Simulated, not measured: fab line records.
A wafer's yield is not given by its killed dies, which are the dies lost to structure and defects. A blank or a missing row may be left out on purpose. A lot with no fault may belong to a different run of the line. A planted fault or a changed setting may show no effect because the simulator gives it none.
A lot that was struck, set against a sound lot || flow berkeley cmos170 || 27 out of 331 route steps
Sound: wafers L710.1, L710.3, L710.6. The struck wafers were L725.1, L725.2, L725.6. The cause is given at the end.
Per side, at each step with rows, come the tool, then ch with its chambers, and then its first start. Under that, the readings that differ: sound wafers || struck wafers || difference of the means || sigmas: that difference in standard deviations of wafers without a fault.
alike: words and numbers the same on both sides, and readings whose means are apart by under 2 such deviations; not compared: readings that were withheld, readings missing a value for some wafer, numbers with overlapping values and no deviation given by the record, and bounds like >300 which may hide the same value.
The two part at a step that has a row with sigmas, a row that says differs or no value, or rows on one side only. When numbers do not overlap yet have no deviation, they are printed without sigmas and do not part them. A reading missing from all wafers of one side parts the sides only when that side holds two or more wafers.

UCB170_SPACER_THK_MEAS_01:
  sound on film metro-03 at day 6 08:32; struck on film metro-02 at day 9 13:35
  alike: SPACER_TEOS_THK
then, 1 step without rows for these wafers: UCB170_SPACER_ANNEAL_02 (time 1800 s).
UCB170_SPACER_ETCHBACK_03: etches SiO2 in CHF3/CF4/Ar, stops on Si, target depth 376 nm, time 100 s.
  sound on rie diel-03 ch 0,1,3, day 6 14:05; struck on rie diel-04 ch 0,1, day 9 16:37
  alike: drypump motor current A, oes product au, rf fwd power W, throttle valve pct
  not compared: rf hours counter h
then, 6 steps without rows for these wafers: UCB170_PSD_HMDS_00 (prime time 60 s); UCB170_PSD_COAT_01 (resist thk 900 nm); UCB170_PSD_SOFTBAKE_02 (time 60 s); UCB170_PSD_EXPOSE_03 (exposes mask PSELECT MOD, target cd 1200 nm); UCB170_PSD_PEB_04; UCB170_PSD_DEVELOP_05 (develop time 45 s).
UCB170_PSD_CD_MEAS_06: the cd target is 1200 nm.
  sound on cd sem-02 at day 6 15:53; struck on cd sem-02 at day 9 18:01
  alike: cd nm
UCB170_PSD_OVL_MEAS_07:
  sound on overlay-01 at day 6 16:00; struck on overlay-01 at day 9 18:08
  alike: PSD_OVL
following that, these wafers have no rows for 1 step: UCB170_PSD_IMPLANT_08.
UCB170_PSD_STRIP_09: strips in O2.
  sound on plasma asher-02 ch 0,1, day 6 16:11; struck on plasma asher-04 ch 0,1, day 9 18:19
  no value came back on the struck wafers for chamber pressure mTorr (mTorr), drypump motor current A (A), oes product au (a.u.), strip time to endpoint s (s); on the sound wafers chamber pressure mTorr (mTorr) reads 3504 3495 3499
{"reading": "model.KrF_of_PSD_COAT_01.thk nm (nm)", "sound": "0 0 0", "struck": "889 888.7 888.4", "difference": "+889", "sigmas": ""}
  not compared: rf hours counter h
UCB170_PSD_TW_MEAS_10:
  sound on film metro-03 at day 6 16:17; struck on film metro-03 at day 9 18:25
  alike: PSD_TW
then, 7 steps without rows for these wafers: UCB170_PSD_CLEAN_11 (cleans in SPM, time 600 s); UCB170_NSD_HMDS_00 (prime time 60 s); UCB170_NSD_COAT_01 (resist thk 900 nm); UCB170_NSD_SOFTBAKE_02 (time 60 s); UCB170_NSD_EXPOSE_03 (exposes mask NSELECT MOD, target cd 1200 nm); UCB170_NSD_PEB_04; UCB170_NSD_DEVELOP_05 (develop time 45 s).
UCB170_NSD_CD_MEAS_06: the cd target is 1200 nm.
  sound on cd sem-01 at day 6 17:38; struck on cd sem-01 at day 9 19:57
  alike: cd nm
UCB170_NSD_OVL_MEAS_07:
  sound on overlay-01 at day 6 17:46; struck on overlay-01 at day 9 20:04
  alike: NSD_OVL
following that, these wafers have no rows for 1 step: UCB170_NSD_IMPLANT_08.
UCB170_NSD_STRIP_09: strips in O2.
  sound on plasma asher-04 ch 0,1, day 6 17:57; struck on plasma asher-02 ch 0,1, day 9 20:16
{"reading": "oes product au (a.u.)", "sound": "0.542 0.529 0.534", "struck": "0.620 0.625 0.626", "difference": "+0.089", "sigmas": "+20"}
{"reading": "strip time to endpoint s (s)", "sound": "35.99 36.06 36.00", "struck": "62.08 62.13 62.08", "difference": "+26.08", "sigmas": "+99 or more"}
  alike: chamber pressure mTorr, drypump motor current A
  not compared: rf hours counter h
UCB170_NSD_TW_MEAS_10:
  sound on film metro-04 at day 6 18:03; struck on film metro-01 at day 9 20:22
{"reading": "NSD_TW", "sound": "4171 4185 4166", "struck": "30 30 30", "difference": -4144, "sigmas": "-99 or more"}
then, 1 step without rows for these wafers: UCB170_NSD_CLEAN_11 (cleans in SPM, time 600 s).

== WHERE THEY PART ==
Last at UCB170_NSD_TW_MEAS_10 as far as this record goes, first at UCB170_PSD_STRIP_09.

WHY: whatever the simulator had introduced
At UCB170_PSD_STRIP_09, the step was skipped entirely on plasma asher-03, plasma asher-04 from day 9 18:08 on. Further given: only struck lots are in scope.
